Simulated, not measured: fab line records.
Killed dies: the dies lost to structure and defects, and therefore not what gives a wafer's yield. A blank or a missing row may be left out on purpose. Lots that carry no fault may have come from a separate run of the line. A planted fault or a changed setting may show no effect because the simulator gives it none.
Tool commonality check -- flow berkeleyCmos170 -- 42 wafers sampled across 14 lots

REASON FOR OPENING
2 of 14 lots carry a flag on the reading NWELL_NITRIDE_THK at UCB170_NWELL_THK_MEAS_05. Fault-free wafers read 222.8 nm, with a standard deviation of 2.6.
Rule: flag the lot when none of its wafers has a number, or when each of its wafers that has one lies beyond 4 standard deviations from that mean. As for the other lots, they are considered sound.

lot,measured,on,"NWELL_NITRIDE_THK (nm), wafer by wafer",flag
L652,day 2 06:38,filmMetro-01,221.9 221.0 221.0,
L653,day 2 13:31,filmMetro-01,224.5 223.4 224.1,
L654,day 2 19:26,filmMetro-02,224.2 223.3 223.9,
L655,day 3 02:26,filmMetro-02,224.8 225.3 226.5,
L657,day 3 02:26,filmMetro-01,221.4 222.5 221.5,
L658,day 3 21:58,filmMetro-01,292.3 294.5 291.4,FLAGGED
L659,day 3 21:58,filmMetro-02,292.3 293.0 291.5,FLAGGED
L660,day 4 06:32,filmMetro-01,220.9 219.1 218.5,
L665,day 5 00:40,filmMetro-03,224.9 225.0 224.7,
L669,day 6 01:53,filmMetro-03,225.3 225.6 226.7,
L672,day 6 20:51,filmMetro-01,227.0 228.6 225.6,
L673,day 6 20:51,filmMetro-02,225.6 225.1 224.0,
L674,day 7 07:21,filmMetro-01,219.9 221.0 219.7,
L675,day 7 07:22,filmMetro-03,222.5 222.5 224.4,
On average the flagged lots' numbers are 292.5 nm, which is +69.7 nm against the usual, or +27 standard deviations.

TOOL THAT RAN EACH LOT
The record holds 1 process step before the reading, out of a route of 331 steps. Cell contents, in order: the tool; ch with the chambers the sampled wafers went through; the start.
lot,flag,UCB170_NWELL_CVD_04
L652,,"lpcvd-02 ch 0, day 2 04:42"
L653,,"lpcvd-01 ch 1, day 2 11:34"
L654,,"lpcvd-02 ch 0, day 2 17:29"
L655,,"lpcvd-02 ch 1, day 3 00:31"
L657,,"lpcvd-02 ch 1, day 3 00:31"
L658,FLAGGED,"lpcvd-02 ch 1, day 3 20:01"
L659,FLAGGED,"lpcvd-02 ch 1, day 3 20:01"
L660,,"lpcvd-01 ch 0, day 4 04:36"
L665,,"lpcvd-01 ch 1, day 4 21:46"
L669,,"lpcvd-01 ch 1, day 5 23:56"
L672,,"lpcvd-02 ch 0, day 6 18:55"
L673,,"lpcvd-02 ch 0, day 6 18:55"
L674,,"lpcvd-02 ch 0, day 7 05:25"
L675,,"lpcvd-02 ch 0, day 7 05:25"
What is done by these steps:
- UCB170_NWELL_CVD_04: deposits Si3N4 from SiH2Cl2/NH3, target thk 224 nm, time 3360 s.
- UCB170_NWELL_THK_MEAS_05

FLAGGED AGAINST TOTAL, ONE TOOL AT A TIME (gauges that did the reading follow at the end)
step,tool,lots run,flagged,share of the flagged lots,sound lots run after its first flagged lot
UCB170_NWELL_CVD_04,lpcvd-01,4,0,none,-
UCB170_NWELL_CVD_04,lpcvd-02,10,2,all,"4 (L672,L673,L674,L675)"
UCB170_NWELL_THK_MEAS_05,filmMetro-01,7,1,some,"3 (L660,L672,L674)"
UCB170_NWELL_THK_MEAS_05,filmMetro-02,4,1,some,1 (L673)
UCB170_NWELL_THK_MEAS_05,filmMetro-03,3,0,none,-

WHAT THE TABLE ALLOWS
In the table, 1 row covers all flagged lots: lpcvd-02 at UCB170_NWELL_CVD_04.
- lpcvd-02 at UCB170_NWELL_CVD_04: 2 of its 10 lots flagged. Sound lots ran on it after the first flagged one (L672, L673, L674, L675), which a lasting fault on the whole tool wouldn't allow. Its own readings (spikeTcCentreC, spikeTcLoadC, spikeTcSourceC, susceptorTempC) fall more than 4 standard deviations out on all wafers of the flagged lots.
Not one row of the table ran every flagged lot while running no sound lot after the first.

WHAT HAD BEEN PUT IN BY THE SIMULATOR
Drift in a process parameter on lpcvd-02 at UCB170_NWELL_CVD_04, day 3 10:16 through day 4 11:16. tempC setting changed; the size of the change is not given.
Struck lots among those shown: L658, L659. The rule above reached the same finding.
